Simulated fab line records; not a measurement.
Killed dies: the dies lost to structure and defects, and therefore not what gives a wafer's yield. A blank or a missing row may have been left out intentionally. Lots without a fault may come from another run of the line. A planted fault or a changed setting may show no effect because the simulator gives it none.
A lot that was struck, set against a sound lot | flow berkeley_cmos170 | 15 out of 331 route steps
Sound: wafers L971.1, L971.2, L971.4. The struck wafers were L986.2, L986.3, L986.4. The cause is named last.
At each step with rows: each side's tool, then ch and its chambers, then its first start. Under that, the readings that differ: sound wafers | struck wafers | difference of the means | sigmas: that difference in standard deviations of wafers without a fault.
alike: words and numbers the same on both sides, and readings whose means are apart by under 2 such deviations; not compared: readings that were withheld, readings missing a value for some wafer, numbers with overlapping values and no deviation given by the record, and bounds like >300 which may hide the same value.
The two part at a step that has a row with sigmas, a row that says differs or no value, or rows on one side only. Numbers that have no deviation but don't overlap get no sigmas and don't part them. A reading missing from all wafers of one side parts the sides only when that side holds two or more wafers.

first, 1 step without rows for these wafers: UCB170_NVT_IMPLANT_07.
UCB170_NVT_STRIP_08: strips in O2.
  sound on plasma_asher-01 ch 0,1, day 6 04:46; struck on plasma_asher-04 ch 0,1, day 9 11:11
  alike: drypump_motor_current_A, oes_product_au, overash_fraction, strip_time_to_endpoint_s
  not compared: rf_hours_counter_h
UCB170_NVT_TW_MEAS_09:
  sound: film_metro-04 at day 6 04:52; struck: film_metro-03 at day 9 11:18
  alike: NVT_TW
then, 7 steps without rows for these wafers: UCB170_NVT_CLEAN_10 (cleans in SPM, time 600 s); UCB170_PVT_HMDS_00 (prime time 60 s); UCB170_PVT_COAT_01 (resist thk 900 nm); UCB170_PVT_SOFTBAKE_02 (time 60 s); UCB170_PVT_EXPOSE_03 (exposes mask NWELL, target cd 3000 nm); UCB170_PVT_PEB_04; UCB170_PVT_DEVELOP_05 (develop time 45 s).
UCB170_PVT_OVL_MEAS_06:
  sound: overlay-01 at day 6 06:40; struck: overlay-02 at day 9 14:44
  reading      | sound | struck    | difference | sigmas
  PVT_OVL (nm) | 0 8 3 | -9 -5 -10 | -12        | -2
following that, these wafers have no rows for 1 step: UCB170_PVT_IMPLANT_07.
UCB170_PVT_STRIP_08: strips in O2.
  sound on plasma_asher-02 ch 0,1, day 6 06:51; struck on plasma_asher-03 ch 0,1, day 9 14:55
  reading               | sound             | struck            | difference | sigmas
  oes_product_au (a.u.) | 0.736 0.731 0.726 | 0.860 0.859 0.865 | +0.130     | +29
  overash_fraction      | 0.5 0.5 0.5       | 0.2 0.2 0.2       | -0.3       |
  alike: drypump_motor_current_A, strip_time_to_endpoint_s
  not compared: rf_hours_counter_h
UCB170_PVT_TW_MEAS_09:
  sound: film_metro-04 at day 6 06:57; struck: film_metro-03 at day 9 15:02
  alike: PVT_TW
following that, these wafers have no rows for 1 step: UCB170_M3_PROBE_99.

## WHERE THEY PART
At UCB170_PVT_OVL_MEAS_06 first; at UCB170_PVT_STRIP_08 last (within this record only). Later steps at which nothing parts them and some readings are alike: UCB170_PVT_TW_MEAS_09.

WHY: what the simulator had put in
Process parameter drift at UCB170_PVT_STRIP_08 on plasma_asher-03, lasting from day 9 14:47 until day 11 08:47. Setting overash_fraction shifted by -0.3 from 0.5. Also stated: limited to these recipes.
